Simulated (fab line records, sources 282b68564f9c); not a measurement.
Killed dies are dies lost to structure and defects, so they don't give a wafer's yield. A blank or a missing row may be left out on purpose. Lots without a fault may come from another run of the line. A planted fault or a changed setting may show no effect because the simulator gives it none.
fab line records | flow rit_cmos
record lots=5 wafers=23
route steps=202 shown SILICIDE@162 M1@190
start_h: hours from the record's first day to the start of the lot's first wafer shown | wait_h: hours since the lot's step before | " the same as in the row above | L1.1+2: a row that stands for several wafers | - no value, or no start given | * or withheld: withheld | < > ~ a bound
route shown NAME@n: a module of which the file shows steps, and the number in the route of the first | usual: mean/standard deviation of fault-free wafers | same: alike in all rows | chamber/n: place in a boat | sites: the reading at each site | _std_site: their standard deviation | _edge_site: outer sites' mean less inner sites' | radius_mm: how far each site lies from the wafer's centre | mask NAME#n: copy n | behind: the tool/chamber that last shaped the wafer | hold: why the lot was held/for how many hours/how that ended | device: the transistor (n, p or np) that didn't switch | end of line: the same wafers' tests at the end of the route | a step without rows: its recipe alone | killed: dies lost to structure and defects at the first sort, not the wafer's yield | map: a wafer's dies, x killed, . not, _ none there
set.NAME: the setting as run; set.NAME@STEP: as run at that earlier step | model.NAME: the simulator's own value behind a step, which no gauge read
lots whose settings were changed on purpose; a table a step, a row a wafer
## steps
# step RIT_SILICIDE_SPUTTER_01
# recipe material=Ti target_thk_nm=30 power_w=350 chamber_pressure_pa=0.667 gas=Ar time_s=240 substrate_temp_c=25
# columns lot.wafer tool chamber start_h wait_h set.time_s model.Ti_of_SILICIDE_SPUTTER_01.thk_nm
L075.2 pvd_sputter-04 - 67.72 0.0 240 29.72
L075.3 " - " " 259.6 32.66
L075.4 " - " " 259.6 32.35
L075.5 " - " " 240 29.62
L075.6 " - " " 240 30.05
L076.2 pvd_sputter-03 - 78.49 0.0 240 29.54
L076.4 " - " " 240 29.52
L076.5 " - " " 240 29.41
L078.2 pvd_sputter-03 - 101.51 0.0 240 29.76
L078.3 " - " " 270.6 33.71
L078.4 " - " " 270.6 33.78
L078.5 " - " " 240 29.93
L078.6 " - " " 240 29.66
L084.2 pvd_sputter-03 - 126.86 0.0 240 29.89
L084.3 " - " " 240 30.26
L084.4 " - " " 240 30.02
L084.5 " - " " 240 30.08
L084.6 " - " " 240 29.8
L083.1 pvd_sputter-02 - 127.04 0.0 216.7 26.88
L083.2 " - " " 240 29.7
L083.3 " - " " 240 30.01
L083.4 " - " " 240 29.76
L083.5 " - " " 216.7 27.04
# step RIT_SILICIDE_RS_MEAS_02
# recipe thk_meas_gauge=four-point-probe reads=Ti_of_SILICIDE_SPUTTER_01
# usual SILICIDE_TI_RS=48.2/0.41
# columns lot.wafer tool chamber start_h wait_h set.time_s@SILICIDE_SPUTTER_01 SILICIDE_TI_RS[ohm/sq]
L075.2 film_metro-03 - 67.89 0.1 240 48.5
L075.3 " - " " 259.6 43.2
L075.4 " - " " 259.6 43.6
L075.5 " - " " 240 48.7
L075.6 " - " " 240 47.7
L076.2 film_metro-03 - 78.66 0.1 240 48.8
L076.4 " - " " 240 48.8
L076.5 " - " " 240 49.1
L078.2 film_metro-03 - 101.68 0.1 240 48.3
L078.3 " - " " 270.6 41.4
L078.4 " - " " 270.6 41.3
L078.5 " - " " 240 48.0
L078.6 " - " " 240 48.7
L084.2 film_metro-03 - 127.03 0.1 240 48.2
L084.3 " - " " 240 47.4
L084.4 " - " " 240 47.9
L084.5 " - " " 240 47.7
L084.6 " - " " 240 48.4
L083.1 film_metro-04 - 127.19 0.1 216.7 55.0
L083.2 " - " " 240 48.5
L083.3 " - " " 240 47.9
L083.4 " - " " 240 48.4
L083.5 " - " " 216.7 54.5
# step RIT_SILICIDE_THK_MEAS_03
# recipe thk_meas_gauge=xrf reads=Ti_of_SILICIDE_SPUTTER_01
# usual SILICIDE_TI_THK=29.99/0.21
# columns lot.wafer tool chamber start_h wait_h set.time_s@SILICIDE_SPUTTER_01 SILICIDE_TI_THK[nm]
L075.2 film_metro-03 - 68.00 0.1 240 29.79
L075.3 " - " " 259.6 32.69
L075.4 " - " " 259.6 32.50
L075.5 " - " " 240 29.62
L075.6 " - " " 240 30.19
L076.2 film_metro-03 - 78.77 0.1 240 29.67
L076.4 " - " " 240 29.67
L076.5 " - " " 240 29.55
L078.2 film_metro-03 - 101.79 0.1 240 29.94
L078.3 " - " " 270.6 33.76
L078.4 " - " " 270.6 33.86
L078.5 " - " " 240 30.17
L078.6 " - " " 240 29.78
L084.2 film_metro-03 - 127.14 0.1 240 29.92
L084.3 " - " " 240 30.32
L084.4 " - " " 240 30.02
L084.5 " - " " 240 30.08
L084.6 " - " " 240 29.89
L083.1 film_metro-04 - 127.31 0.1 216.7 27.04
L083.2 " - " " 240 29.88
L083.3 " - " " 240 30.21
L083.4 " - " " 240 29.81
L083.5 " - " " 216.7 27.17
# step RIT_M1_EXPOSE_06
# recipe mask_id=M12 na=0.6 source_shape=conventional sigma_outer=0.5 target_cd_nm=2600 dose_mj=250
# columns lot.wafer tool chamber start_h wait_h mask set.dose_mj
L075.2+5 iline_stepper-02 0 71.62 0.2 M12#0 258.3
L075.3+4+6 " 0 " " M12#0 250
L076.2+4+5 iline_stepper-02 0 82.16 0.1 M12#0 250
L078.2+4+5 iline_stepper-02 0 105.71 0.1 M12#0 250
L078.3+6 " 0 " " M12#0 234.9
L084.2+6 iline_stepper-02 0 130.99 0.3 M12#0 250
L084.3+4+5 " 0 " " M12#0 244.9
L083.1+3 iline_stepper-02 0 131.09 0.4 M12#0 241.9
L083.2+4+5 " 0 " " M12#0 250
# step RIT_M1_DEVELOP_08
# recipe resist=NOVOLAK develop_time_s=68 dev_temp_c=23
# columns lot.wafer tool chamber start_h wait_h set.develop_time_s
L075.2+4+6 litho_track-01 0 - - 68
L075.3+5 " 0 " " 64.14
L076.2+4+5 litho_track-02 0 - - 68
L078.2+4+6 litho_track-04 0 - - 71.18
L078.3+5 " 0 " " 68
L084.2+3+4+5+6 litho_track-01 0 - - 68
L083.1+2+3+4+5 litho_track-02 0 - - 68
# step RIT_M1_CD_MEAS_09
# recipe target_cd_nm=2600
# usual cd_nm=2599.5/1.9
# columns lot.wafer tool chamber start_h wait_h set.dose_mj@M1_EXPOSE_06 cd_nm
L075.2 cd_sem-01 - 72.05 - 258.3 2587.7
L075.3 " - " " 250 2602.1
L075.4 " - " " 250 2595.7
L075.5 " - " " 258.3 2593.1
L075.6 " - " " 250 2597.0
L076.2 cd_sem-02 - 82.59 - 250 2598.5
L076.4 " - " " 250 2599.7
L076.5 " - " " 250 2598.6
L078.2 cd_sem-02 - 106.15 - 250 2596.7
L078.3 " - " " 234.9 2618.7
L078.4 " - " " 250 2599.3
L078.5 " - " " 250 2600.9
L078.6 " - " " 234.9 2612.4
L084.2 cd_sem-01 - 131.47 - 250 2599.2
L084.3 " - " " 244.9 2605.4
L084.4 " - " " 244.9 2607.2
L084.5 " - " " 244.9 2606.0
L084.6 " - " " 250 2604.0
L083.1 cd_sem-02 - 131.64 - 241.9 2611.8
L083.2 " - " " 250 2602.1
L083.3 " - " " 241.9 2609.6
L083.4 " - " " 250 2601.5
L083.5 " - " " 250 2600.1
# step RIT_M1_HARDBAKE_11
# recipe resist=NOVOLAK temp_c=140 time_s=120
# step RIT_M1_METAL_ETCH_12
# recipe stop_on=SiO2 chemistry=Cl2/BCl3 target=Al time_s=165 over_etch_frac=0.5 pressure_mtorr=100 target_depth_a=6000 rf_w=250 Cl2_flow_sccm=60 bcl3_flow_sccm=50
# columns lot.wafer tool chamber start_h wait_h set.dose_mj@M1_EXPOSE_06 model.M1.cd_nm
L075.2 rie_metal-01 1 72.44 0.2 258.3 2587
L075.3 " 0 " " 250 2603
L075.4 " 1 " " 250 2596
L075.5 " 1 " " 258.3 2592
L075.6 " 0 " " 250 2599
L076.2+5 rie_metal-04 1 82.98 0.2 250 2600
L076.4 " 1 " " 250 2602
L078.2 rie_metal-01 0 106.59 0.2 250 2597
L078.3 " 1 " " 234.9 2620
L078.4 " 0 " " 250 2600
L078.5 " 0 " " 250 2601
L078.6 " 1 " " 234.9 2613
L084.2 rie_metal-01 1 132.19 0.2 250 2600
L084.3+5 " 0 " " 244.9 2605
L084.4 " 1 " " 244.9 2608
L084.6 " 1 " " 250 2604
L083.1 rie_metal-02 0 132.44 0.2 241.9 2613
L083.2 " 1 " " 250 2607
L083.3 " 1 " " 241.9 2616
L083.4 " 0 " " 250 2602
L083.5 " 1 " " 250 2605
# step RIT_M1_STRIP_13
# recipe chemistry=nmp resist=NOVOLAK temp_c=80 time_s=600 dry=n2_spin
# step RIT_M1_STRIP_14
# recipe chemistry=O2 time_s=180 platen_temp_c=withheld power_w=500 pressure_mtorr=4000 o2_flow_sccm=4000
# step RIT_M1_CD_MEAS_90
# recipe target_cd_nm=2600
# usual cd_nm=2600.3/3
# columns lot.wafer tool chamber start_h wait_h set.dose_mj@M1_EXPOSE_06 cd_nm
L075.2 cd_sem-02 - 72.97 0.1 258.3 2586.9
L075.3 " - " " 250 2603.6
L075.4 " - " " 250 2595.4
L075.5 " - " " 258.3 2591.4
L075.6 " - " " 250 2598.6
L076.2 cd_sem-01 - 83.51 0.1 250 2600.3
L076.4 " - " " 250 2601.1
L076.5 " - " " 250 2600.1
L078.2 cd_sem-01 - 107.12 0.1 250 2596.8
L078.3 " - " " 234.9 2619.8
L078.4 " - " " 250 2599.9
L078.5 " - " " 250 2601.1
L078.6 " - " " 234.9 2613.2
L084.2 cd_sem-01 - 132.72 0.1 250 2599.9
L084.3 " - " " 244.9 2605.1
L084.4 " - " " 244.9 2607.9
L084.5 " - " " 244.9 2605.3
L084.6 " - " " 250 2604.2
L083.1 cd_sem-02 - 132.95 0.1 241.9 2613.2
L083.2 " - " " 250 2607.0
L083.3 " - " " 241.9 2615.7
L083.4 " - " " 250 2602.1
L083.5 " - " " 250 2605.1
# step RIT_M1_ANNEAL_15
# recipe temp_c=450 time_s=1800 ambient=forming_gas_H2N2
# columns lot.wafer tool chamber start_h wait_h set.time_s
L075.2+3+4+5+6 - - - 0.1 1876
L076.2+4+5 furnace-02 0 83.61 0.1 1800
L078.2+3+4+5+6 - - - 0.1 1898
L084.2+3+4+5+6 - - - 0.1 1569
L083.1+2+3+4+5 - - - 1.3 2013
# step RIT_M1_PROBE_99
# usual killed_at_M0_to_M3=0.0/0.12 killed_at_contacts=0.1/0.28 killed_at_front_end=5.9/2.9 killed_dies=6.0/2.9 killed_open=2.9/1.8 killed_short=3.1/1.9
# same gross_dies=264 killed_at_M4_up=0 killed_at_back_side=0 killed_at_other=0
# columns lot.wafer tool chamber start_h wait_h set.time_s@SPACER_ETCHBACK_05 set.dose_mj@M1_EXPOSE_06 killed_at_M0_to_M3 killed_at_contacts killed_at_front_end killed_dies killed_open killed_short model.etest.nmos_0p15.r_on_ohm_um model.etest.m1.width_nm model.etest.pwell_pinched.rs_ohm_sq model.etest.nwell_pinched.rs_ohm_sq
L075.2 prober-02 - 74.74 0.1 240 258.3 0 1 5 6 2 4 1047 2590 463.9 337.2
L075.3 prober-02 - 74.79 0.2 240 250 0 0 4 4 1 2 1086 2602 463.3 345.9
L075.4 prober-02 - 74.84 0.2 224.6 250 0 0 9 9 4 4 1052 2594 451 329.7
L075.5 prober-02 - 74.89 0.2 240 258.3 0 0 9 9 5 4 1119 2591 471.4 343.4
L075.6 prober-02 - 74.94 0.2 224.6 250 0 0 12 12 6 6 1026 2596 454.8 332.5
L076.2 prober-01 - 85.28 0.1 240 250 0 0 3 3 2 1 1147 2598 473.2 344
L076.4 prober-01 - 85.38 0.2 240 250 0 0 5 5 3 2 1139 2604 474.7 340.8
L076.5 prober-01 - 85.43 0.2 240 250 0 0 6 6 3 3 1097 2602 467.2 344.1
L078.2 prober-01 - 108.89 0.1 229.6 250 0 0 4 4 2 2 1052 2598 455.9 334.4
L078.3 prober-01 - 108.94 0.2 229.6 234.9 0 0 8 8 3 5 1052 2617 447.5 323.6
L078.4 prober-01 - 108.99 0.2 229.6 250 0 0 5 5 3 2 1073 2597 453.3 328.4
L078.5 prober-01 - 109.04 0.2 240 250 0 0 7 7 3 4 1151 2600 471 345.1
L078.6 prober-01 - 109.09 0.2 240 234.9 0 0 4 4 3 1 1137 2609 474.8 342.2
L084.2 prober-02 - 134.49 0.1 240 250 0 0 7 7 4 3 1123 2599 470.4 335.9
L084.3 prober-02 - 134.54 0.2 240 244.9 0 0 6 6 3 3 1158 2604 467.6 339.4
L084.4 prober-02 - 134.59 0.2 240 244.9 0 0 10 10 5 5 1160 2602 461.3 338.8
L084.5 prober-02 - 134.64 0.2 240 244.9 0 0 7 7 3 4 1165 2604 470.4 337.9
L084.6 prober-02 - 134.69 0.2 240 250 0 0 5 5 2 3 1128 2604 467 334.2
L083.1 prober-01 - 135.94 0.1 240 241.9 0 0 6 6 1 5 1105 2612 472.9 341.6
L083.2 prober-01 - 135.99 0.1 240 250 1 0 4 5 2 3 1068 2606 466.5 337.2
L083.3 prober-01 - 136.04 0.2 270.8 241.9 0 0 3 3 2 1 1332 2616 495.4 363.4
L083.4 prober-01 - 136.09 0.2 270.8 250 0 0 1 1 0 1 - - - -
L083.5 prober-01 - 136.14 0.2 240 250 0 0 5 5 2 3 1110 2606 468.1 339.9
# killed by level:class
L075.2 SPACER:geometric_particle:short=3 GATE:geometric_particle:open=1 REOX:geometric_particle:open=1 CONTACT:geometric_particle:short=1
L075.3 GATE:geometric_particle:open=1 GATE:geometric_particle:short=1 SPACER:geometric_particle:short=1 NRETRO:coat_microbubble_printed=1
L075.4 GATE:geometric_particle:open=2 SILICIDE:geometric_particle:short=2 GATE:geometric_particle:short=1 REOX:geometric_particle:open=1 SPACER:geometric_particle:short=1 SILICIDE:geometric_particle:open=1 NRETRO:coat_microbubble_printed=1
L075.5 GATE:geometric_particle:short=2 GATE:geometric_particle:open=2 FOX1:geometric_particle:open=1 SPACER:geometric_particle:short=1 SPACER:geometric_particle:open=1 SILICIDE:geometric_particle:short=1 SILICIDE:geometric_particle:open=1
L075.6 GATE:geometric_particle:open=4 SPACER:geometric_particle:short=3 FOX1:geometric_particle:short=2 SILICIDE:geometric_particle:open=2 SILICIDE:geometric_particle:short=1
L076.2 FOX1:geometric_particle:open=1 GATE:geometric_particle:short=1 GATE:geometric_particle:open=1
L076.4 ACTIVE:geometric_particle:short=1 FOX2:geometric_particle:open=1 REOX:geometric_particle:short=1 REOX:geometric_particle:open=1 SPACER:geometric_particle:open=1
L076.5 GATE:geometric_particle:short=2 GATE:geometric_particle:open=1 REOX:geometric_particle:open=1 SPACER:geometric_particle:short=1 SPACER:geometric_particle:open=1
L078.2 FOX2:geometric_particle:open=1 GATE:geometric_particle:open=1 SPACER:geometric_particle:short=1 SILICIDE:geometric_particle:short=1
L078.3 GATE:geometric_particle:short=3 FOX1:geometric_particle:open=1 FOX1:geometric_particle:short=1 GATE:geometric_particle:open=1 REOX:geometric_particle:short=1 REOX:geometric_particle:open=1
L078.4 FOX2:geometric_particle:open=1 GATE:geometric_particle:open=1 GATE:geometric_particle:short=1 SILICIDE:geometric_particle:open=1 SILICIDE:geometric_particle:short=1
L078.5 GATE:geometric_particle:short=4 SILICIDE:geometric_particle:open=2 FOX1:geometric_particle:open=1
L078.6 FOX2:geometric_particle:open=2 FOX1:geometric_particle:open=1 SILICIDE:geometric_particle:short=1
L084.2 FOX1:geometric_particle:open=3 GATE:geometric_particle:short=2 FOX1:geometric_particle:short=1 GATE:geometric_particle:open=1
L084.3 GATE:geometric_particle:open=2 GATE:geometric_particle:short=2 SILICIDE:geometric_particle:open=1 SILICIDE:geometric_particle:short=1
L084.4 GATE:geometric_particle:short=3 FOX1:geometric_particle:open=2 FOX1:geometric_particle:short=1 FOX2:geometric_particle:open=1 GATE:geometric_particle:open=1 REOX:geometric_particle:open=1 REOX:geometric_particle:short=1
L084.5 GATE:geometric_particle:open=3 FOX1:geometric_particle:short=2 GATE:geometric_particle:short=2
L084.6 ACTIVE:geometric_particle:short=1 FOX1:geometric_particle:short=1 GATE:geometric_particle:short=1 REOX:geometric_particle:open=1 SILICIDE:geometric_particle:open=1
L083.1 FOX1:geometric_particle:short=1 FOX2:geometric_particle:short=1 GATE:geometric_particle:short=1 REOX:geometric_particle:short=1 SPACER:geometric_particle:short=1 SILICIDE:geometric_particle:open=1
L083.2 GATE:geometric_particle:short=1 GATE:geometric_particle:open=1 SPACER:geometric_particle:open=1 SPACER:geometric_particle:short=1 M1:geometric_particle:short=1
L083.3 GATE:geometric_particle:open=2 GATE:geometric_particle:short=1
L083.4 GATE:geometric_particle:short=1
L083.5 FOX1:geometric_particle:open=1 GATE:geometric_particle:open=1 GATE:geometric_particle:short=1 REOX:geometric_particle:short=1 SILICIDE:geometric_particle:short=1
## key
split step=RIT_SILICIDE_SPUTTER_01 setting=time_s stated=240 by=wafer
response step=RIT_SILICIDE_SPUTTER_01 reading=model.Ti_of_SILICIDE_SPUTTER_01.thk_nm change=+0.31 per=1% r=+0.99
response step=RIT_SILICIDE_RS_MEAS_02 reading=SILICIDE_TI_RS change=-0.594 per=1% r=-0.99
response step=RIT_SILICIDE_THK_MEAS_03 reading=SILICIDE_TI_THK change=+0.307 per=1% r=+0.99
split step=RIT_M1_EXPOSE_06 setting=dose_mj stated=250 by=wafer
response step=RIT_M1_CD_MEAS_09 reading=cd_nm change=-2.68 per=1% r=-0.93
response step=RIT_M1_METAL_ETCH_12 reading=model.M1.cd_nm change=-2.86 per=1% r=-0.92
response step=RIT_M1_CD_MEAS_90 reading=cd_nm change=-2.85 per=1% r=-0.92
response step=RIT_M1_PROBE_99 reading=model.etest.m1.width_nm change=-2.28 per=1% r=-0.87
split step=RIT_M1_DEVELOP_08 setting=develop_time_s stated=68 by=wafer
response none clear
split step=RIT_M1_ANNEAL_15 setting=time_s stated=1800 by=lot
response none clear
split outside_this_file step=RIT_SPACER_ETCHBACK_05 setting=time_s
# split outside_this_file: this setting was split too, and the file shows its column; the key of that split is in another file
